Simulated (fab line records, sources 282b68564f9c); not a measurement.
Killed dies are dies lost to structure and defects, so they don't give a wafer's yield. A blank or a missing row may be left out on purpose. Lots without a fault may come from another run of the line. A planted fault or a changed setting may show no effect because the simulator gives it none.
fab line records | flow rit_cmos
record lots=5 wafers=15 last_day=7
route steps=202 shown M1@184
lots that met no fault: from a run of the same line without faults
start_h: hours from the record's first day to the start of the lot's first wafer shown | wait_h: hours since the lot's step before | " the same as in the row above | L1.1+2: a row that stands for several wafers | - no value, or no start given | * or withheld: withheld | < > ~ a bound
route shown NAME@n: a module of which the file shows steps, and the number in the route of the first | usual: mean/standard deviation of fault-free wafers | same: alike in all rows | chamber/n: place in a boat | sites: the reading at each site | _std_site: their standard deviation | _edge_site: outer sites' mean less inner sites' | radius_mm: how far each site lies from the wafer's centre | mask NAME#n: copy n | behind: the tool/chamber that last shaped the wafer | hold: why the lot was held/for how many hours/how that ended | device: the transistor (n, p or np) that didn't switch | end of line: the same wafers' tests at the end of the route | a step without rows: its recipe alone | killed: dies lost to structure and defects at the first sort, not the wafer's yield | map: a wafer's dies, x killed, . not, _ none there
set.NAME: the setting as run; set.NAME@STEP: as run at that earlier step | model.NAME: the simulator's own value behind a step, which no gauge read
lots at some steps of the route; a table a step, a row a wafer
services: from which hour (start_h, from the record's first day; less than 0 if before it) a tool's chamber was out of use, for how many hours, and why
## steps
# step RIT_M1_SPUTTER_00
# recipe material=Al target_thk_nm=400 power_w=2000 chamber_pressure_pa=0.4 gas=Ar time_s=500 substrate_temp_c=25
# usual throttle_valve_pct=30.3/0.74
# same time_s=500
# columns lot.wafer tool chamber start_h wait_h throttle_valve_pct
L562.1 pvd_sputter-02 - 57.59 0.0 30.0
L562.2 " - " " 31.5
L562.5 " - " " 29.7
L571.1 pvd_sputter-02 - 112.78 0.0 31.0
L571.2 " - " " 31.4
L571.5 " - " " 29.5
L577.2 pvd_sputter-01 - 132.53 0.0 30.2
L577.5 " - " " 29.6
L577.6 " - " " 30.1
L581.4 pvd_sputter-01 - 155.20 0.0 30.1
L581.5 " - " " 30.1
L581.6 " - " " 30.0
L583.2 pvd_sputter-03 - 170.06 0.0 28.9
L583.4 " - " " 30.2
L583.6 " - " " 30.2
# step RIT_M1_RS_MEAS_01
# recipe thk_meas_gauge=four-point-probe reads=Al_of_M1_SPUTTER_00
# usual M1_AL_RS=0.0735/0.00066
# columns lot.wafer tool chamber start_h wait_h M1_AL_RS[ohm/sq]
L562.1 film_metro-03 - 57.89 0.1 0.0723
L562.2 " - " " 0.0728
L562.5 " - " " 0.0722
L571.1 film_metro-02 - 113.08 0.1 0.0727
L571.2 " - " " 0.0729
L571.5 " - " " 0.0719
L577.2 film_metro-01 - 132.84 0.2 0.0737
L577.5 " - " " 0.0751
L577.6 " - " " 0.0749
L581.4 film_metro-02 - 155.56 0.2 0.0731
L581.5 " - " " 0.0723
L581.6 " - " " 0.0730
L583.2 film_metro-01 - 170.37 0.2 0.0734
L583.4 " - " " 0.0737
L583.6 " - " " 0.0736
# step RIT_M1_THK_MEAS_02
# recipe thk_meas_gauge=xrf reads=Al_of_M1_SPUTTER_00
# usual M1_AL_THK=399/3.7
# columns lot.wafer tool chamber start_h wait_h M1_AL_THK[nm]
L562.1 film_metro-03 - 58.01 0.1 404
L562.2 " - " " 401
L562.5 " - " " 404
L571.1 film_metro-02 - 113.20 0.1 403
L571.2 " - " " 401
L571.5 " - " " 408
L577.2 film_metro-01 - 132.95 0.1 400
L577.5 " - " " 391
L577.6 " - " " 391
L581.4 film_metro-02 - 155.65 0.1 401
L581.5 " - " " 406
L581.6 " - " " 402
L583.2 film_metro-01 - 170.48 0.1 400
L583.4 " - " " 395
L583.6 " - " " 399
# step RIT_M1_HMDS_03
# recipe prime_time_s=60 prime_temp_c=140
# step RIT_M1_COAT_04
# recipe resist=NOVOLAK spin_rpm=2000 resist_thk_nm=1300
# step RIT_M1_SOFTBAKE_05
# recipe resist=NOVOLAK temp_c=90 time_s=60
# step RIT_M1_EXPOSE_06
# recipe mask_id=M12 na=0.6 source_shape=conventional sigma_outer=0.5 target_cd_nm=2600 dose_mj=250
# step RIT_M1_PEB_07
# recipe resist=NOVOLAK temp_c=withheld time_s=withheld
# step RIT_M1_DEVELOP_08
# recipe resist=NOVOLAK develop_time_s=68 dev_temp_c=23
# step RIT_M1_CD_MEAS_09
# recipe target_cd_nm=2600
# usual cd_nm=2601.0/2.7
# columns lot.wafer tool chamber start_h wait_h cd_nm
L562.1 cd_sem-01 - 58.95 - 2602.0
L562.2 " - " " 2603.6
L562.5 " - " " 2603.4
L571.1 cd_sem-01 - 114.36 - 2604.0
L571.2 " - " " 2601.0
L571.5 " - " " 2600.2
L577.2 cd_sem-02 - 134.00 - 2598.7
L577.5 " - " " 2599.6
L577.6 " - " " 2601.8
L581.4 cd_sem-01 - 156.75 - 2604.4
L581.5 " - " " 2604.0
L581.6 " - " " 2602.1
L583.2 cd_sem-02 - 171.64 - 2601.5
L583.4 " - " " 2604.6
L583.6 " - " " 2604.5
# step RIT_M1_OVL_MEAS_10
# usual M1_OVL=0.2/1.2
# columns lot.wafer tool chamber start_h wait_h M1_OVL[nm]
L562.1 overlay-01 - 59.07 0.1 1.1
L562.2 " - " " -1.6
L562.5 " - " " -1.0
L571.1 overlay-01 - 114.48 0.1 2.5
L571.2 " - " " 0.7
L571.5 " - " " -0.1
L577.2 overlay-01 - 134.11 0.1 -0.7
L577.5 " - " " 1.3
L577.6 " - " " 1.9
L581.4 overlay-02 - 156.83 0.1 2.4
L581.5 " - " " 1.9
L581.6 " - " " 0.3
L583.2 overlay-02 - 171.75 0.1 -2.1
L583.4 " - " " -1.9
L583.6 " - " " 1.1
# step RIT_M1_HARDBAKE_11
# recipe resist=NOVOLAK temp_c=140 time_s=120
# step RIT_M1_METAL_ETCH_12
# recipe stop_on=SiO2 chemistry=Cl2/BCl3 target=Al time_s=165 over_etch_frac=0.5 pressure_mtorr=100 target_depth_a=6000 rf_w=250 Cl2_flow_sccm=60 bcl3_flow_sccm=50
# usual drypump_motor_current_A=5.9/0.47 he_backside_leak_sccm=3.27/0.21 oes_product_au=0.774/0.011 throttle_valve_pct=8.24/0.14
# same over_etch_frac=0.5 time_s=165
# columns lot.wafer tool chamber start_h wait_h drypump_motor_current_A he_backside_leak_sccm oes_product_au rf_hours_counter_h throttle_valve_pct model.NOVOLAK_of_M1_COAT_04.thk_nm model.M1.feature_depth_nm model.SiO2_of_CONTACT_CVD_00.thk_nm
L562.1 rie_metal-04 0 59.35 0.2 6.3 3.40 0.777 1 8.17 804.4 438.7 364.3
L562.2 " 1 " " 5.4 3.19 0.769 1 8.04 806.6 436.3 363.6
L562.5 " 0 " " 6.3 3.44 0.769 - 8.16 805.8 439 366.8
L571.1 rie_metal-01 1 114.81 0.2 6.7 3.33 0.789 34 8.32 804.6 436.2 350.7
L571.2 " 0 " " 5.9 3.50 0.793 38 8.43 796.6 436.8 355.5
L571.5 " 0 " " 5.9 3.62 0.798 - 8.40 795.2 440.9 361.8
L577.2 rie_metal-04 0 134.39 0.2 6.3 3.47 0.755 1 8.15 811.1 430.6 356.3
L577.5 " 1 " " 5.3 3.21 0.753 - 8.03 695.1 434.8 352.3
L577.6 " 0 " " 6.3 3.55 0.768 - 8.18 809.1 424.1 368.9
L581.4 rie_metal-01 0 157.15 0.1 6.0 3.61 0.783 - 8.42 803 434.5 368.4
L581.5 " 0 " " 6.0 3.59 0.784 - 8.41 803.5 439 366.6
L581.6 " 1 " " 6.8 3.22 0.756 - 8.31 804.1 435 366.8
L583.2 rie_metal-02 1 172.03 0.2 6.2 3.09 0.772 4 8.15 806.8 432.9 357
L583.4 " 1 " " 6.2 3.01 0.775 - 8.14 814.5 431.7 368.5
L583.6 " 1 " " 6.2 3.01 0.772 - 8.13 807.8 431.9 366.9
# step RIT_M1_STRIP_13
# recipe chemistry=nmp resist=NOVOLAK temp_c=80 time_s=600 dry=n2_spin
# step RIT_M1_PROBE_99
# usual defect_limited_yield=97.5/1.2 killed_at_contacts=0.1/0.32 killed_at_front_end=6/3.1 killed_dies=7/3.2 killed_open=3.1/1.9 killed_short=3.5/2.2 sort_bin_3_pad_short=0.2/0.24 sort_bin_5_function=1.5/0.86 sort_bin_6_memory=0.9/0.59 sort_n_pass=257/3.2 sort_yield_pct=97.5/1.2
# same gross_dies=264 killed_at_M0_to_M3=0 killed_at_M4_up=0 killed_at_back_side=0 killed_at_other=0
# columns lot.wafer tool chamber start_h wait_h defect_limited_yield[%] killed_at_contacts killed_at_front_end killed_dies killed_open killed_short sort_bin_3_pad_short[%] sort_bin_5_function[%] sort_bin_6_memory[%] sort_n_pass sort_yield_pct[%] model.etest.antenna_m1.vt_shift_v
L562.1 prober-01 - 61.62 0.1 97.7 1 5 6 4 2 0 1.9 0.4 258 97.7 -0.0093
L562.2 prober-01 - 61.67 0.1 95.1 0 13 13 8 5 0.8 1.1 3.0 251 95.1 -0.01068
L562.5 prober-01 - 61.82 0.2 98.5 0 4 4 2 2 0.4 0.4 0.8 260 98.5 -0.01027
L571.1 prober-02 - 117.31 0.1 98.9 0 3 3 2 1 0 0.8 0.4 261 98.9 -0.007834
L571.2 prober-02 - 117.36 0.1 96.6 0 9 9 6 3 0.4 1.9 1.1 255 96.6 -0.008411
L571.5 prober-02 - 117.51 0.2 98.5 0 4 4 0 4 0 1.1 0.4 260 98.5 -0.01272
L577.2 prober-01 - 136.69 0.1 99.6 0 1 1 0 1 0 0.4 0 263 99.6 -0.01081
L577.5 prober-01 - 136.84 0.2 96.6 0 9 9 6 3 0.4 1.5 1.5 255 96.6 -0.02179
L577.6 prober-01 - 136.89 0.2 94.7 0 14 14 9 5 0.4 3.4 1.5 250 94.7 -0.01002
L581.4 prober-01 - 161.91 0.2 98.5 0 4 4 1 3 0 0.8 0.8 260 98.5 -0.01286
L581.5 prober-01 - 161.96 0.2 97.7 0 6 6 3 3 0 1.5 0.8 258 97.7 -0.01574
L581.6 prober-01 - 162.01 0.2 97.0 1 7 8 3 5 0 2.3 0.8 256 97.0 -0.005613
L583.2 prober-02 - 174.33 0.1 95.5 0 12 12 6 6 0.4 2.7 1.5 252 95.5 -0.01251
L583.4 prober-02 - 174.43 0.2 98.5 0 4 4 2 2 0 1.1 0.4 260 98.5 -0.01481
L583.6 prober-02 - 174.53 0.2 98.1 0 5 5 3 2 0.4 0.8 0.8 259 98.1 -0.01367
# killed by level:class
L562.1 FOX1:geometric_particle:open=1 GATE:geometric_particle:open=1 REOX:geometric_particle:short=1 SPACER:geometric_particle:open=1 SILICIDE:geometric_particle:open=1 CONTACT:geometric_particle:short=1
L562.2 GATE:geometric_particle:open=6 GATE:geometric_particle:short=3 FOX1:geometric_particle:open=2 FOX1:geometric_particle:short=1 REOX:geometric_particle:short=1
L562.5 FOX1:geometric_particle:short=2 GATE:geometric_particle:open=1 REOX:geometric_particle:open=1
L571.1 GATE:geometric_particle:short=1 GATE:geometric_particle:open=1 SILICIDE:geometric_particle:open=1
L571.2 REOX:geometric_particle:open=3 GATE:geometric_particle:short=1 GATE:geometric_particle:open=1 REOX:geometric_particle:short=1 SPACER:geometric_particle:open=1 SPACER:geometric_particle:short=1 SILICIDE:geometric_particle:open=1
L571.5 REOX:geometric_particle:short=2 GATE:geometric_particle:short=1 SPACER:geometric_particle:short=1
L577.2 SILICIDE:geometric_particle:short=1
L577.5 GATE:geometric_particle:short=3 REOX:geometric_particle:open=2 SILICIDE:geometric_particle:open=2 GATE:geometric_particle:open=1 SPACER:geometric_particle:open=1
L577.6 GATE:geometric_particle:open=5 GATE:geometric_particle:short=4 SPACER:geometric_particle:open=2 FOX2:geometric_particle:open=1 REOX:geometric_particle:open=1 SILICIDE:geometric_particle:short=1
L581.4 ACTIVE:geometric_particle:open=1 FOX1:geometric_particle:short=1 GATE:geometric_particle:short=1 REOX:geometric_particle:short=1
L581.5 FOX1:geometric_particle:open=1 GATE:geometric_particle:open=1 REOX:geometric_particle:short=1 SPACER:geometric_particle:short=1 SPACER:geometric_particle:open=1 SILICIDE:geometric_particle:short=1
L581.6 SPACER:geometric_particle:short=2 ACTIVE:geometric_particle:short=1 GATE:geometric_particle:open=1 GATE:geometric_particle:short=1 SPACER:geometric_particle:open=1 SILICIDE:geometric_particle:open=1 CONTACT:geometric_particle:short=1
L583.2 REOX:geometric_particle:open=4 GATE:geometric_particle:open=2 GATE:geometric_particle:short=2 REOX:geometric_particle:short=2 FOX2:geometric_particle:short=1 SPACER:geometric_particle:short=1
L583.4 GATE:geometric_particle:short=2 GATE:geometric_particle:open=1 SILICIDE:geometric_particle:open=1
L583.6 SPACER:geometric_particle:open=2 GATE:geometric_particle:short=1 REOX:geometric_particle:open=1 SPACER:geometric_particle:short=1
## services
# columns tool chamber start_h hours kind
pvd_sputter-02 - 45.92 7.7 repair
pvd_sputter-01 - 53.00 2.6 repair
pvd_sputter-03 - 68.93 4.9 repair
pvd_sputter-02 - 81.01 1.1 repair
rie_metal-01 1 86.08 21.7 repair
rie_metal-02 1 86.76 3.3 repair
pvd_sputter-03 - 87.88 5.0 repair
rie_metal-01 - 136.12 20.0 pm
rie_metal-01 0 136.12 20.0 vent_cycle
rie_metal-01 1 136.12 20.0 vent_cycle
rie_metal-01 0 156.12 - clean
rie_metal-01 1 156.12 - clean
## key
first_sign none at tools or gauges
model_effect step=RIT_M1_METAL_ETCH_12 value=NOVOLAK_of_M1_COAT_04.thk_nm without=803.7 struck=695.1
model_effect step=RIT_M1_PROBE_99 value=etest.antenna_m1.vt_shift_v without=-0.0121 struck=-0.02179
met_at RIT_M1_METAL_ETCH_12
struck_wafers L577.5
onset_between 59.35 134.39
fault kind=process_parameter_drift tool=rie_metal-04 chamber=1 onset_h=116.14 steps=RIT_M1_METAL_ETCH_12 channel=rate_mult offset=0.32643 shape=step end_h=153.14
